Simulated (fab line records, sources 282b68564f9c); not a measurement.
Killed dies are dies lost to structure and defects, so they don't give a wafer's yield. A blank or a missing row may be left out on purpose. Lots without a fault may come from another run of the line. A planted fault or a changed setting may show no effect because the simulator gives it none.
fab line records | flow rit_cmos
record lots=6 wafers=18 last_day=7
route steps=202 shown PSD@144 SDANNEAL@153 NSD@158 PLDD@159 NLDD@160 SILICIDE@161 M1@202
lots that met no fault: from a run of the same line without faults
start_h: hours from the record's first day to the start of the lot's first wafer shown | wait_h: hours since the lot's step before | " the same as in the row above | L1.1+2: a row that stands for several wafers | - no value, or no start given | * or withheld: withheld | < > ~ a bound
route shown NAME@n: a module of which the file shows steps, and the number in the route of the first | usual: mean/standard deviation of fault-free wafers | same: alike in all rows | chamber/n: place in a boat | sites: the reading at each site | _std_site: their standard deviation | _edge_site: outer sites' mean less inner sites' | radius_mm: how far each site lies from the wafer's centre | mask NAME#n: copy n | behind: the tool/chamber that last shaped the wafer | hold: why the lot was held/for how many hours/how that ended | device: the transistor (n, p or np) that didn't switch | end of line: the same wafers' tests at the end of the route | a step without rows: its recipe alone | killed: dies lost to structure and defects at the first sort, not the wafer's yield | map: a wafer's dies, x killed, . not, _ none there
set.NAME: the setting as run; set.NAME@STEP: as run at that earlier step | model.NAME: the simulator's own value behind a step, which no gauge read
lots at some steps of the route; a table a step, a row a wafer
services: from which hour (start_h, from the record's first day; less than 0 if before it) a tool's chamber was out of use, for how many hours, and why
## steps
# step RIT_PSD_SOFTBAKE_02
# recipe resist=NOVOLAK temp_c=90 time_s=60
# step RIT_PSD_EXPOSE_03
# recipe mask_id=M10 na=0.57 target_cd_nm=40900 dose_mj=250
# step RIT_PSD_PEB_04
# recipe resist=NOVOLAK temp_c=withheld time_s=withheld
# step RIT_PSD_DEVELOP_05
# recipe resist=NOVOLAK develop_time_s=50 dev_temp_c=23
# step RIT_PSD_OVL_MEAS_06
# usual PSD_OVL=-0.5/1.4
# columns lot.wafer tool chamber start_h wait_h PSD_OVL[nm]
L892.1 overlay-01 - 50.56 - -2.4
L892.2 " - " " -2.9
L892.3 " - " " -1.1
L900.2 overlay-01 - 89.78 - -0.2
L900.3 " - " " 0.2
L900.5 " - " " -1.2
L901.1 overlay-02 - 93.46 - -0.7
L901.3 " - " " 0.5
L901.4 " - " " 0.7
L902.3 overlay-02 - 102.21 - -0.8
L902.5 " - " " -3.1
L902.6 " - " " -2.6
L905.4 overlay-01 - 114.60 - 0.7
L905.5 " - " " 1.0
L905.6 " - " " -1.3
L913.1 overlay-01 - 153.90 - -1.6
L913.3 " - " " -1.6
L913.6 " - " " 2.0
# step RIT_PSD_HARDBAKE_07
# recipe resist=NOVOLAK temp_c=139.4 time_s=60
# step RIT_PSD_IMPLANT_08
# recipe species=BF2 energy_kev=27 dose_cm2=5e+15 tilt_deg=7
# step RIT_PSD_STRIP_09
# recipe chemistry=O2 time_s=180 resist=NOVOLAK platen_temp_c=withheld power_w=500 pressure_mtorr=4000 o2_flow_sccm=4000
# usual drypump_motor_current_A=5.7/0.47
# columns lot.wafer tool chamber start_h wait_h drypump_motor_current_A rf_hours_counter_h
L892.1 plasma_asher-04 0 51.18 0.1 5.2 24
L892.2 " 1 " " 5.8 24
L892.3 " 0 " " 5.2 -
L900.2 plasma_asher-04 1 90.11 0.1 5.8 29
L900.3 " 0 " " 5.2 -
L900.5 " 1 " " 5.9 -
L901.1 plasma_asher-03 0 93.80 0.1 6.5 44
L901.3 " 0 " " 6.5 -
L901.4 " 1 " " 5.7 -
L902.3 plasma_asher-03 1 102.59 0.1 5.7 -
L902.5 " 1 " " 5.7 -
L902.6 " 0 " " 6.4 -
L905.4 plasma_asher-04 1 114.97 0.1 5.9 -
L905.5 " 0 " " 5.2 -
L905.6 " 1 " " 5.9 -
L913.1 plasma_asher-01 0 154.23 0.1 5.0 5
L913.3 " 1 " " 5.5 -
L913.6 " 0 " " 5.0 -
# step RIT_PSD_TW_MEAS_10
# usual PSD_TW=3430/20
# columns lot.wafer tool chamber start_h wait_h PSD_TW
L892.1 film_metro-03 - 51.35 0.1 3438
L892.2 " - " " 3450
L892.3 " - " " 3467
L900.2 film_metro-03 - 90.29 0.1 3417
L900.3 " - " " 3393
L900.5 " - " " 3427
L901.1 film_metro-02 - 93.97 0.1 3455
L901.3 " - " " 3431
L901.4 " - " " 3435
L902.3 film_metro-01 - 102.73 0.1 3379
L902.5 " - " " 3392
L902.6 " - " " 3387
L905.4 film_metro-02 - 115.12 0.1 3470
L905.5 " - " " 3479
L905.6 " - " " 3452
L913.1 film_metro-01 - 154.41 0.1 3435
L913.3 " - " " 3420
L913.6 " - " " 3434
# step RIT_SDANNEAL_CLEAN_00
# recipe chemistry=SC1 mix=3:3:50 time_s=600 temp_c=75
# step RIT_SDANNEAL_CLEAN_01
# recipe chemistry=dHF dilution=50:1 time_s=30
# step RIT_SDANNEAL_CLEAN_02
# recipe chemistry=SC2 mix=3:3:50 time_s=600 temp_c=75 dry=n2_spin
# step RIT_SDANNEAL_RTA_03
# recipe temp_c=1050 time_s=5 idle_temp_c=600 ramp_up_c_per_s=342 ramp_down_c_per_s=171 cool_to_c=600 ambient=N2
# usual ramp_down_c_per_s=171.00/0.034 wafer_temp_C_max=1053.5/1.2
# columns lot.wafer tool chamber start_h wait_h ramp_down_c_per_s wafer_temp_C_max
L892.1 rtp_anneal-01 0 51.78 0.0 170.98 1055.4
L892.2 " 0 " " 171.02 1054.2
L892.3 " 0 " " 171.03 1052.1
L900.2 rtp_anneal-01 0 90.72 0.0 170.99 1054.0
L900.3 " 0 " " 171.02 1052.0
L900.5 " 0 " " 170.99 1051.6
L901.1 rtp_anneal-02 0 94.43 0.0 171.02 1053.1
L901.3 " 0 " " 171.00 1052.6
L901.4 " 0 " " 171.00 1052.7
L902.3 rtp_anneal-01 0 103.17 0.0 170.99 1053.8
L902.5 " 0 " " 171.00 1052.8
L902.6 " 0 " " 170.95 1052.6
L905.4 rtp_anneal-02 0 115.55 0.0 171.04 1054.3
L905.5 " 0 " " 171.00 1055.6
L905.6 " 0 " " 170.97 1054.8
L913.1 rtp_anneal-02 0 154.83 0.0 171.01 1052.6
L913.3 " 0 " " 171.00 1053.0
L913.6 " 0 " " 171.00 1053.3
# step RIT_SDANNEAL_RS_MEAS_04
# recipe thk_meas_gauge=four-point-probe
# usual PSD_RS=115.92/0.26
# columns lot.wafer tool chamber start_h wait_h PSD_RS[ohm/sq]
L892.1 film_metro-01 - 51.84 0.0 115.83
L892.2 " - " " 116.24
L892.3 " - " " 116.06
L900.2 film_metro-01 - 90.79 0.1 97.44
L900.3 " - " " 97.81
L900.5 " - " " 97.65
L901.1 film_metro-01 - 94.49 0.0 115.49
L901.3 " - " " 115.81
L901.4 " - " " 115.80
L902.3 film_metro-03 - 103.25 0.1 97.39
L902.5 " - " " 97.20
L902.6 " - " " 97.55
L905.4 film_metro-01 - 115.64 0.1 116.21
L905.5 " - " " 115.74
L905.6 " - " " 116.22
L913.1 film_metro-01 - 154.89 0.0 115.69
L913.3 " - " " 116.10
L913.6 " - " " 115.60
# step RIT_SDANNEAL_RS_MEAS_05
# recipe thk_meas_gauge=four-point-probe
# usual NSD_RS=84.5/0.33
# columns lot.wafer tool chamber start_h wait_h NSD_RS[ohm/sq]
L892.1 film_metro-01 - 51.96 0.1 84.5
L892.2 " - " " 84.3
L892.3 " - " " 84.4
L900.2 film_metro-01 - 90.91 0.1 80.8
L900.3 " - " " 80.6
L900.5 " - " " 80.8
L901.1 film_metro-01 - 94.61 0.1 84.6
L901.3 " - " " 84.3
L901.4 " - " " 84.8
L902.3 film_metro-03 - 103.37 0.1 81.2
L902.5 " - " " 81.2
L902.6 " - " " 81.5
L905.4 film_metro-01 - 115.76 0.1 84.9
L905.5 " - " " 84.7
L905.6 " - " " 84.5
L913.1 film_metro-01 - 155.01 0.1 84.4
L913.3 " - " " 84.1
L913.6 " - " " 83.9
# step RIT_SDANNEAL_RS_MEAS_06
# recipe thk_meas_gauge=four-point-probe
# usual PLDD_RS=178.7/0.43
# columns lot.wafer tool chamber start_h wait_h PLDD_RS[ohm/sq]
L892.1 film_metro-01 - 52.08 0.1 177.9
L892.2 " - " " 178.6
L892.3 " - " " 178.5
L900.2 film_metro-01 - 91.03 0.1 161.3
L900.3 " - " " 161.8
L900.5 " - " " 161.7
L901.1 film_metro-01 - 94.73 0.1 178.4
L901.3 " - " " 178.4
L901.4 " - " " 178.2
L902.3 film_metro-03 - 103.49 0.1 162.3
L902.5 " - " " 161.3
L902.6 " - " " 161.4
L905.4 film_metro-01 - 115.88 0.1 179.5
L905.5 " - " " 179.4
L905.6 " - " " 179.0
L913.1 film_metro-01 - 155.13 0.1 178.2
L913.3 " - " " 178.5
L913.6 " - " " 178.1
# step RIT_SDANNEAL_RS_MEAS_07
# recipe thk_meas_gauge=four-point-probe
# usual NLDD_RS=151.6/0.67
# columns lot.wafer tool chamber start_h wait_h NLDD_RS[ohm/sq]
L892.1 film_metro-01 - 52.20 0.1 152.2
L892.2 " - " " 152.1
L892.3 " - " " 152.1
L900.2 film_metro-01 - 91.15 0.1 147.8
L900.3 " - " " 148.6
L900.5 " - " " 148.6
L901.1 film_metro-01 - 94.85 0.1 151.6
L901.3 " - " " 151.8
L901.4 " - " " 152.0
L902.3 film_metro-03 - 103.61 0.1 149.0
L902.5 " - " " 149.2
L902.6 " - " " 148.5
L905.4 film_metro-01 - 116.00 0.1 153.1
L905.5 " - " " 152.3
L905.6 " - " " 152.2
L913.1 film_metro-01 - 155.25 0.1 152.0
L913.3 " - " " 151.5
L913.6 " - " " 151.7
# step RIT_SILICIDE_WET_ETCH_00
# recipe chemistry=BOE target=SiO2 target_depth_nm=14 time_s=15 dry=n2_spin dilution=10:1 temp_c=21.5
# step RIT_M1_PROBE_99
# usual killed_at_contacts=0.1/0.23 killed_at_front_end=7.3/2.9 killed_dies=7.3/3 killed_open=3.6/1.8 killed_short=3.7/2.1
# same gross_dies=264 killed_at_M0_to_M3=0 killed_at_M4_up=0 killed_at_back_side=0 killed_at_other=0
# columns lot.wafer tool chamber start_h wait_h killed_at_contacts killed_at_front_end killed_dies killed_open killed_short
L892.1 prober-02 - 59.56 0.1 0 10 10 2 8
L892.2 prober-02 - 59.61 0.1 0 11 11 7 4
L892.3 prober-02 - 59.66 0.2 0 5 5 2 3
L900.2 prober-02 - 98.49 0.1 0 8 8 5 3
L900.3 prober-02 - 98.54 0.2 0 6 6 5 1
L900.5 prober-02 - 98.64 0.2 0 9 9 6 3
L901.1 prober-01 - 102.12 0.1 0 11 11 8 3
L901.3 prober-01 - 102.22 0.2 0 6 6 3 3
L901.4 prober-01 - 102.27 0.2 0 6 6 4 2
L902.3 prober-02 - 111.08 0.2 0 6 6 3 3
L902.5 prober-02 - 111.18 0.2 0 9 9 4 5
L902.6 prober-02 - 111.23 0.2 0 6 6 4 2
L905.4 prober-01 - 123.82 0.2 0 4 4 0 4
L905.5 prober-01 - 123.87 0.2 0 9 9 2 7
L905.6 prober-01 - 123.92 0.2 0 7 7 4 3
L913.1 prober-01 - 162.35 0.1 0 11 11 4 7
L913.3 prober-01 - 162.45 0.2 1 6 7 4 2
L913.6 prober-01 - 162.60 0.2 0 6 6 5 1
# killed by level:class
L892.1 GATE:geometric_particle:short=5 GATE:geometric_particle:open=1 SILICIDE:geometric_particle:short=1 REOX:geometric_particle:short=1 SPACER:geometric_particle:short=1 SPACER:geometric_particle:open=1
L892.2 GATE:geometric_particle:open=3 GATE:geometric_particle:short=2 REOX:geometric_particle:open=2 FOX2:geometric_particle:open=1 REOX:geometric_particle:short=1 SPACER:geometric_particle:short=1 SILICIDE:geometric_particle:open=1
L892.3 FOX1:geometric_particle:open=1 GATE:geometric_particle:short=1 REOX:geometric_particle:open=1 REOX:geometric_particle:short=1 SPACER:geometric_particle:short=1
L900.2 FOX1:geometric_particle:open=2 GATE:geometric_particle:short=2 FOX2:geometric_particle:open=1 GATE:geometric_particle:open=1 REOX:geometric_particle:open=1 SILICIDE:geometric_particle:short=1
L900.3 REOX:geometric_particle:open=3 GATE:geometric_particle:open=2 FOX2:geometric_particle:short=1
L900.5 GATE:geometric_particle:open=2 GATE:geometric_particle:short=2 REOX:geometric_particle:open=2 FOX1:geometric_particle:open=1 REOX:geometric_particle:short=1 SILICIDE:geometric_particle:open=1
L901.1 FOX1:geometric_particle:open=2 GATE:geometric_particle:open=2 REOX:geometric_particle:open=2 FOX2:geometric_particle:short=1 GATE:geometric_particle:short=1 REOX:geometric_particle:short=1 SPACER:geometric_particle:open=1 SILICIDE:geometric_particle:open=1
L901.3 GATE:geometric_particle:open=2 GATE:geometric_particle:short=2 REOX:geometric_particle:short=1 SILICIDE:geometric_particle:open=1
L901.4 GATE:geometric_particle:open=2 FOX1:geometric_particle:open=1 GATE:geometric_particle:short=1 REOX:geometric_particle:short=1 SPACER:geometric_particle:open=1
L902.3 SPACER:geometric_particle:short=2 FOX1:geometric_particle:open=1 GATE:geometric_particle:short=1 GATE:geometric_particle:open=1 SPACER:geometric_particle:open=1
L902.5 GATE:geometric_particle:open=2 GATE:geometric_particle:short=2 SPACER:geometric_particle:short=2 ACTIVE:geometric_particle:short=1 FOX1:geometric_particle:open=1 SPACER:geometric_particle:open=1
L902.6 GATE:geometric_particle:open=3 GATE:geometric_particle:short=1 REOX:geometric_particle:open=1 SPACER:geometric_particle:short=1
L905.4 GATE:geometric_particle:short=3 SPACER:geometric_particle:short=1
L905.5 REOX:geometric_particle:short=3 FOX2:geometric_particle:short=2 GATE:geometric_particle:short=1 GATE:geometric_particle:open=1 SPACER:geometric_particle:short=1 SILICIDE:geometric_particle:open=1
L905.6 GATE:geometric_particle:short=3 GATE:geometric_particle:open=2 REOX:geometric_particle:open=2
L913.1 GATE:geometric_particle:short=3 FOX1:geometric_particle:short=2 FOX1:geometric_particle:open=2 GATE:geometric_particle:open=1 SPACER:geometric_particle:short=1 SILICIDE:geometric_particle:open=1 SILICIDE:geometric_particle:short=1
L913.3 FOX1:geometric_particle:open=2 FOX1:geometric_particle:short=1 FOX2:geometric_particle:open=1 SILICIDE:geometric_particle:open=1 SILICIDE:geometric_particle:short=1 CONTACT:coat_microbubble_printed=1
L913.6 GATE:geometric_particle:open=2 FOX1:geometric_particle:open=1 SPACER:geometric_particle:short=1 SPACER:geometric_particle:open=1 SILICIDE:geometric_particle:open=1
## services
# columns tool chamber start_h hours kind
plasma_asher-04 - 29.74 2.5 repair
plasma_asher-01 - 108.75 9.0 pm
plasma_asher-01 0 108.75 9.0 vent_cycle
plasma_asher-01 1 108.75 9.0 vent_cycle
plasma_asher-01 0 117.75 - clean
plasma_asher-01 1 117.75 - clean
plasma_asher-03 - 127.60 15.7 repair
## key
first_sign step=RIT_SDANNEAL_RS_MEAS_04 reading=PSD_RS direction=down sigmas=72 usual=115.92 struck=97.51
effect step=RIT_SDANNEAL_RS_MEAS_05 reading=NSD_RS direction=down sigmas=11 usual=84.5 struck=81.0
effect step=RIT_SDANNEAL_RS_MEAS_06 reading=PLDD_RS direction=down sigmas=40 usual=178.7 struck=161.7
effect step=RIT_SDANNEAL_RS_MEAS_07 reading=NLDD_RS direction=down sigmas=4.5 usual=151.6 struck=148.6
met_at RIT_SDANNEAL_RTA_03
struck_wafers L900.2,L900.3,L900.5,L902.3,L902.5,L902.6
tester_left_out L900,L902
onset_between 51.78 90.72
fault kind=process_parameter_drift tool=rtp_anneal-01 chamber=- onset_h=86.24 steps=RIT_SDANNEAL_RTA_03 channel=time_s offset=* shape=step end_h=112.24 acts_in=* stated=*
# tester_left_out: of these lots the tester's yield and bins aren't shown, on N5 and GAA mostly nor the transistor test; their killed dies are dies lost to structure and defects alone, not to doping, threshold or leakage, so they don't give the yield
